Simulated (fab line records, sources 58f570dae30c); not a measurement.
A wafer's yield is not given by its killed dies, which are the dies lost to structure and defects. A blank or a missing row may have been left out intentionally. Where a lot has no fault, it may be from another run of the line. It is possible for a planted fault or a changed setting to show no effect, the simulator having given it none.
2 desks looking at one fault || flow berkeleyCmos170 || each desk has only its own numbers; what lay behind them comes last

## METROLOGY DESK
What the gauges read, lot by lot, whatever tool the lot ran on: means of the sampled wafers that have a number. A lot is out of limits, marked OUT, if its mean lies more than 4 standard deviations from the usual mean; the brackets give that distance.
Columns: A = NVT_TW at UCB170_NVT_TW_MEAS_09, usual 516
{"lot": "L802", "first seen here": "day 5 02:44", "A": 513}
{"lot": "L804", "first seen here": "day 5 19:00", "A": 507}
{"lot": "L803", "first seen here": "day 5 19:26", "A": 512}
{"lot": "L805", "first seen here": "day 5 23:51", "A": 509}
{"lot": "L806", "first seen here": "day 6 07:57", "A": 517}
{"lot": "L807", "first seen here": "day 6 08:20", "A": 515}
{"lot": "L808", "first seen here": "day 6 17:53", "A": 518}
{"lot": "L810", "first seen here": "day 7 03:27", "A": 514}
{"lot": "L812", "first seen here": "day 7 07:37", "A": 526}
{"lot": "L811", "first seen here": "day 7 07:55", "A": 512}
{"lot": "L813", "first seen here": "day 7 23:16", "A": 511}
{"lot": "L814", "first seen here": "day 7 23:29", "A": 523}
{"lot": "L817", "first seen here": "day 8 08:56", "A": "577 (+10) OUT"}
{"lot": "L818", "first seen here": "day 8 23:36", "A": "564 (+8.1) OUT"}
{"lot": "L820", "first seen here": "day 9 08:55", "A": "576 (+10) OUT"}
This desk's result: L817, L818, L820 out of limits, first on L817 (NVT_TW at UCB170_NVT_TW_MEAS_09), day 8 08:56. L802, L804, L803, L805, L806, L807, L808, L810, L812, L811, L813, L814: within limits.

## AT THE TOOL OWNER'S DESK: implanter-01
For each lot that ran on this tool, the mean over its sampled wafers that have a number, from the tool's own readings at UCB170_NVT_IMPLANT_07. A lot is out of limits, marked OUT, if its mean lies more than 4 standard deviations from the usual mean; the brackets give that distance.
Columns: A = doseIonsCm2 at UCB170_NVT_IMPLANT_07, usual 3e+12; B = faradayCurrentUA at UCB170_NVT_IMPLANT_07, usual 9.53
{"lot": "L803", "first seen here": "day 5 19:11", "A": 3e+12, "B": 9.65}
{"lot": "L805", "first seen here": "day 5 23:38", "A": 3e+12, "B": 9.61}
{"lot": "L812", "first seen here": "day 7 07:22", "A": 3e+12, "B": 9.58}
{"lot": "L813", "first seen here": "day 7 23:01", "A": 3e+12, "B": 9.56}
{"lot": "L814", "first seen here": "day 7 23:16", "A": 3e+12, "B": 9.51}
{"lot": "L817", "first seen here": "day 8 08:43", "A": "4e+12 (+99 or more) OUT", "B": "12.79 (+18) OUT"}
{"lot": "L818", "first seen here": "day 8 23:23", "A": "4e+12 (+99 or more) OUT", "B": "13.09 (+20) OUT"}
{"lot": "L820", "first seen here": "day 9 08:42", "A": "4e+12 (+99 or more) OUT", "B": "13.13 (+20) OUT"}
Finding of this desk: L817, L818, L820 out of limits; the first was L817 at day 8 08:43, on doseIonsCm2 at UCB170_NVT_IMPLANT_07. L803, L805, L812, L813, L814: within limits.

## TAKEN TOGETHER
At day 8 08:43, on L817, L818, L820, the tool owner's desk was in a position to raise an alarm.
Metrology desk: alarm possible at day 8 08:56 on L817, L818, L820.
Of the lots named, all ran UCB170_NVT_IMPLANT_07 on implanter-01.

## WHAT THE SIMULATOR HAD PUT IN
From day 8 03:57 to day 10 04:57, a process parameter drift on implanter-01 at UCB170_NVT_IMPLANT_07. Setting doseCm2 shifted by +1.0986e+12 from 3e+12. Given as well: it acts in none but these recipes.
Lots struck among those shown: L817, L818, L820.
Fault start to first reading out of limits, in hours, per desk: tool owner, 5; metrology, 5.
